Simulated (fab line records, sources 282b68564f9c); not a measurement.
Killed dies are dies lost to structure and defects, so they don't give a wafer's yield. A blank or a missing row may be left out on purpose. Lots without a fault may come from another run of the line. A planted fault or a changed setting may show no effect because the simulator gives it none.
fab line records | flow rit_cmos
record lots=14 wafers=42 last_day=8
route steps=202 shown PSD@151 M1@202
lots that met no fault: from a run of the same line without faults
start_h: hours from the record's first day to the start of the lot's first wafer shown | wait_h: hours since the lot's step before | " the same as in the row above | L1.1+2: a row that stands for several wafers | - no value, or no start given | * or withheld: withheld | < > ~ a bound
route shown NAME@n: a module of which the file shows steps, and the number in the route of the first | usual: mean/standard deviation of fault-free wafers | same: alike in all rows | chamber/n: place in a boat | sites: the reading at each site | _std_site: their standard deviation | _edge_site: outer sites' mean less inner sites' | radius_mm: how far each site lies from the wafer's centre | mask NAME#n: copy n | behind: the tool/chamber that last shaped the wafer | hold: why the lot was held/for how many hours/how that ended | device: the transistor (n, p or np) that didn't switch | end of line: the same wafers' tests at the end of the route | a step without rows: its recipe alone | killed: dies lost to structure and defects at the first sort, not the wafer's yield | map: a wafer's dies, x killed, . not, _ none there
set.NAME: the setting as run; set.NAME@STEP: as run at that earlier step | model.NAME: the simulator's own value behind a step, which no gauge read
steps of the route over a sample of lots; a table a step, a row a wafer
services: from which hour (start_h, from the record's first day; less than 0 if before it) a tool's chamber was out of use, for how many hours, and why
## steps
# step RIT_PSD_STRIP_09
# recipe chemistry=O2 time_s=180 resist=NOVOLAK platen_temp_c=withheld power_w=500 pressure_mtorr=4000 o2_flow_sccm=4000
# usual chamber_pressure_mTorr=4000/3.8 drypump_motor_current_A=5.8/0.47
# columns lot.wafer tool chamber start_h wait_h chamber_pressure_mTorr drypump_motor_current_A rf_hours_counter_h
L857.1 plasma_asher-04 1 57.18 0.1 3999 5.7 42
L857.2 " 0 " " 3996 5.9 42
L857.4 " 0 " " 3997 5.9 -
L858.2 plasma_asher-04 0 62.33 0.1 4005 5.9 42
L858.4 " 0 " " 4002 5.9 -
L858.6 " 0 " " 3997 5.9 -
L860.1 plasma_asher-02 0 67.54 0.1 3999 5.0 44
L860.3 " 0 " " 4007 5.1 -
L860.5 " 1 " " 3999 6.6 -
L861.2 plasma_asher-02 1 80.24 0.1 4003 6.6 45
L861.3 " 1 " " 4001 6.6 -
L861.6 " 1 " " 4001 6.6 -
L862.3 plasma_asher-03 1 80.91 0.1 4003 5.5 -
L862.4 " 0 " " 4008 6.2 -
L862.5 " 0 " " 4001 6.3 -
L865.1 plasma_asher-03 0 96.77 0.1 3999 6.3 41
L865.5 " 1 " " 3997 5.5 -
L865.6 " 0 " " 4000 6.3 -
L866.1 plasma_asher-04 1 101.70 0.1 3998 5.6 46
L866.3 " 1 " " 4000 5.6 -
L866.5 " 1 " " 4007 5.6 -
L868.2 plasma_asher-04 1 115.31 0.1 4006 5.6 48
L868.5 " 1 " " 4000 5.6 -
L868.6 " 0 " " 4003 5.9 -
L873.2 plasma_asher-04 1 146.47 0.1 - - -
L873.5 " 1 " " - - -
L873.6 " 0 " " - - -
L874.1 plasma_asher-04 1 151.44 0.1 - - -
L874.3 " 1 " " - - -
L874.6 " 0 " " - - -
L877.4 plasma_asher-02 1 166.01 0.1 4003 6.6 -
L877.5 " 0 " " 3995 5.1 -
L877.6 " 1 " " 3995 6.6 -
L879.1 plasma_asher-02 0 170.94 0.1 4007 5.1 5
L879.4 " 1 " " 4001 6.6 -
L879.6 " 0 " " 3999 5.1 -
L878.1 plasma_asher-03 1 172.47 0.1 4002 5.5 49
L878.3 " 0 " " 4001 6.3 -
L878.6 " 1 " " 3995 5.5 -
L880.1 plasma_asher-04 0 176.52 0.1 3996 5.9 54
L880.2 " 1 " " 4001 5.7 54
L880.5 " 1 " " 3995 5.6 -
# step RIT_M1_PROBE_99
# usual killed_at_contacts=0.0/0.2 killed_at_front_end=7.0/2.8 killed_dies=7.0/2.8 killed_on_rim=2.0/1.4 killed_open=3.4/1.9 killed_short=3.6/2
# same gross_dies=264 killed_at_M0_to_M3=0 killed_at_M4_up=0 killed_at_back_side=0 killed_at_other=0
# columns lot.wafer tool chamber start_h wait_h hold killed_at_contacts killed_at_front_end killed_dies killed_on_rim killed_open killed_short
L858.2 prober-01 - 70.52 0.1 - 0 2 2 0 1 1
L858.4 prober-01 - 70.62 0.2 - 0 6 6 2 4 2
L858.6 prober-01 - 70.72 0.2 - 0 2 2 1 1 1
L861.2 prober-02 - 88.56 0.1 - 0 9 9 3 3 6
L861.3 prober-02 - 88.61 0.2 - 0 3 3 0 0 3
L861.6 prober-02 - 88.76 0.2 - 0 4 4 2 3 1
L862.3 prober-01 - 90.11 0.2 - 0 10 10 4 4 6
L862.4 prober-01 - 90.16 0.2 - 0 8 8 3 2 6
L862.5 prober-01 - 90.21 0.2 - 0 4 4 1 3 1
L873.2 prober-02 - 154.94 0.1 await_dispo/6.5h/scrap 0 264 264 70 3 1
L873.5 prober-02 - 155.09 0.2 await_dispo/6.5h/scrap 0 264 264 70 3 2
L873.6 prober-02 - 155.14 0.2 await_dispo/6.5h/scrap 0 264 264 70 2 5
L874.1 prober-01 - 159.44 0.1 await_dispo/2.1h/scrap 1 263 264 70 3 4
L874.3 prober-01 - 159.54 0.2 await_dispo/2.1h/scrap 0 264 264 70 4 4
L874.6 prober-01 - 159.69 0.2 await_dispo/2.1h/scrap 0 264 264 70 2 3
L877.4 prober-02 - 174.26 0.2 - 0 9 9 3 5 4
L877.5 prober-02 - 174.31 0.2 - 0 10 10 5 4 6
L877.6 prober-02 - 174.36 0.2 - 0 6 6 2 3 3
L879.1 prober-01 - 179.23 0.1 - 0 7 7 2 4 3
L879.4 prober-01 - 179.38 0.2 - 0 6 6 2 1 5
L879.6 prober-01 - 179.48 0.2 - 0 5 5 1 2 3
L878.1 prober-02 - 180.73 0.1 - 0 11 11 1 2 9
L878.3 prober-02 - 180.83 0.2 - 1 7 8 3 5 3
L878.6 prober-02 - 180.98 0.2 - 0 11 11 1 7 4
# killed by level:class
L858.2 FOX1:geometric_particle:open=1 GATE:geometric_particle:short=1
L858.4 FOX2:geometric_particle:open=2 GATE:geometric_particle:open=2 GATE:geometric_particle:short=1 SILICIDE:geometric_particle:short=1
L858.6 FOX1:geometric_particle:short=1 SPACER:geometric_particle:open=1
L861.2 GATE:geometric_particle:short=2 REOX:geometric_particle:open=2 FOX2:geometric_particle:short=1 GATE:geometric_particle:open=1 SPACER:geometric_particle:short=1 SILICIDE:geometric_particle:short=1 STARTING-WAFER:geometric_particle:short=1
L861.3 FOX1:geometric_particle:short=2 GATE:geometric_particle:short=1
L861.6 FOX2:geometric_particle:open=1 GATE:geometric_particle:short=1 REOX:geometric_particle:open=1 SILICIDE:geometric_particle:open=1
L862.3 GATE:geometric_particle:short=5 GATE:geometric_particle:open=2 SPACER:geometric_particle:open=1 SPACER:geometric_particle:short=1 SILICIDE:geometric_particle:open=1
L862.4 GATE:geometric_particle:short=3 FOX2:geometric_particle:short=1 REOX:geometric_particle:open=1 SPACER:geometric_particle:short=1 SILICIDE:geometric_particle:open=1 SILICIDE:geometric_particle:short=1
L862.5 GATE:geometric_particle:open=2 GATE:geometric_particle:short=1 SILICIDE:geometric_particle:open=1
L873.2 SDANNEAL:area_rta=260 SPACER:geometric_particle:open=2 FOX1:geometric_particle:short=1 FOX2:geometric_particle:open=1
L873.5 SDANNEAL:area_rta=259 GATE:geometric_particle:open=2 FOX2:geometric_particle:open=1 FOX2:geometric_particle:short=1 SPACER:geometric_particle:short=1
L873.6 SDANNEAL:area_rta=257 GATE:geometric_particle:short=2 FOX1:geometric_particle:open=1 FOX1:geometric_particle:short=1 REOX:geometric_particle:short=1 REOX:geometric_particle:open=1 SPACER:geometric_particle:short=1
L874.1 SDANNEAL:area_rta=257 GATE:geometric_particle:short=2 GATE:geometric_particle:open=1 SPACER:geometric_particle:open=1 SILICIDE:geometric_particle:open=1 SILICIDE:geometric_particle:short=1 CONTACT:geometric_particle:short=1
L874.3 SDANNEAL:area_rta=256 GATE:geometric_particle:short=3 GATE:geometric_particle:open=2 FOX2:geometric_particle:open=1 SPACER:geometric_particle:open=1 SILICIDE:geometric_particle:short=1
L874.6 SDANNEAL:area_rta=259 ACTIVE:geometric_particle:short=1 FOX1:geometric_particle:open=1 GATE:geometric_particle:short=1 REOX:geometric_particle:short=1 SILICIDE:geometric_particle:open=1
L877.4 GATE:geometric_particle:short=3 GATE:geometric_particle:open=2 SILICIDE:geometric_particle:open=2 FOX1:geometric_particle:open=1 SPACER:geometric_particle:short=1
L877.5 GATE:geometric_particle:short=2 FOX1:geometric_particle:short=1 FOX2:geometric_particle:open=1 GATE:geometric_particle:open=1 REOX:geometric_particle:short=1 SPACER:geometric_particle:short=1 SPACER:geometric_particle:open=1 SILICIDE:geometric_particle:open=1
L877.6 REOX:geometric_particle:open=2 GATE:geometric_particle:open=1 REOX:geometric_particle:short=1 SPACER:geometric_particle:short=1 SILICIDE:geometric_particle:short=1
L879.1 FOX1:geometric_particle:open=2 GATE:geometric_particle:open=2 FOX1:geometric_particle:short=1 GATE:geometric_particle:short=1 SILICIDE:geometric_particle:short=1
L879.4 GATE:geometric_particle:short=4 FOX1:geometric_particle:short=1 GATE:geometric_particle:open=1
L879.6 FOX1:geometric_particle:short=2 GATE:geometric_particle:open=2 REOX:geometric_particle:short=1
L878.1 GATE:geometric_particle:short=3 SILICIDE:geometric_particle:short=3 FOX1:geometric_particle:short=2 GATE:geometric_particle:open=1 REOX:geometric_particle:open=1 REOX:geometric_particle:short=1
L878.3 GATE:geometric_particle:open=3 FOX1:geometric_particle:short=1 FOX1:geometric_particle:open=1 FOX2:geometric_particle:short=1 GATE:geometric_particle:short=1 CONTACT:geometric_particle:open=1
L878.6 GATE:geometric_particle:open=5 GATE:geometric_particle:short=2 REOX:geometric_particle:open=1 REOX:geometric_particle:short=1 SILICIDE:geometric_particle:short=1 SILICIDE:geometric_particle:open=1
## services
# columns tool chamber start_h hours kind
plasma_asher-02 - 108.75 9.0 pm
plasma_asher-02 0 108.75 11.4 vent_cycle
plasma_asher-02 1 108.75 11.4 vent_cycle
plasma_asher-02 - 116.00 4.1 repair
plasma_asher-02 0 117.75 - clean
plasma_asher-02 1 117.75 - clean
plasma_asher-02 - 149.27 3.2 repair
## key
first_sign step=RIT_PSD_STRIP_09 reading=tool_record direction=missing
effect step=RIT_M1_PROBE_99 reading=killed_at_front_end direction=up sigmas=92 usual=7.0 struck=263.8
more_kills_born_at RIT_SDANNEAL_RTA_03@rtp_anneal-02=776 RIT_SDANNEAL_RTA_03@rtp_anneal-01=772
met_at RIT_PSD_STRIP_09
struck_lots L873,L874
later_rows_left_out L873.2,L873.5,L873.6,L874.1,L874.3,L874.6
tester_left_out L873,L874
onset_between 115.31 146.47
fault kind=skipped_step_whole tool=plasma_asher-04 chamber=- onset_h=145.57 steps=RIT_PSD_STRIP_09 scope=struck_lots_only
# tester_left_out: of these lots the tester's yield and bins aren't shown, on N5 and GAA mostly nor the transistor test; their killed dies are dies lost to structure and defects alone, not to doping, threshold or leakage, so they don't give the yield
# later_rows_left_out: the simulator's readings of these wafers behind a module that went badly wrong aren't trusted and aren't shown, but for the sort
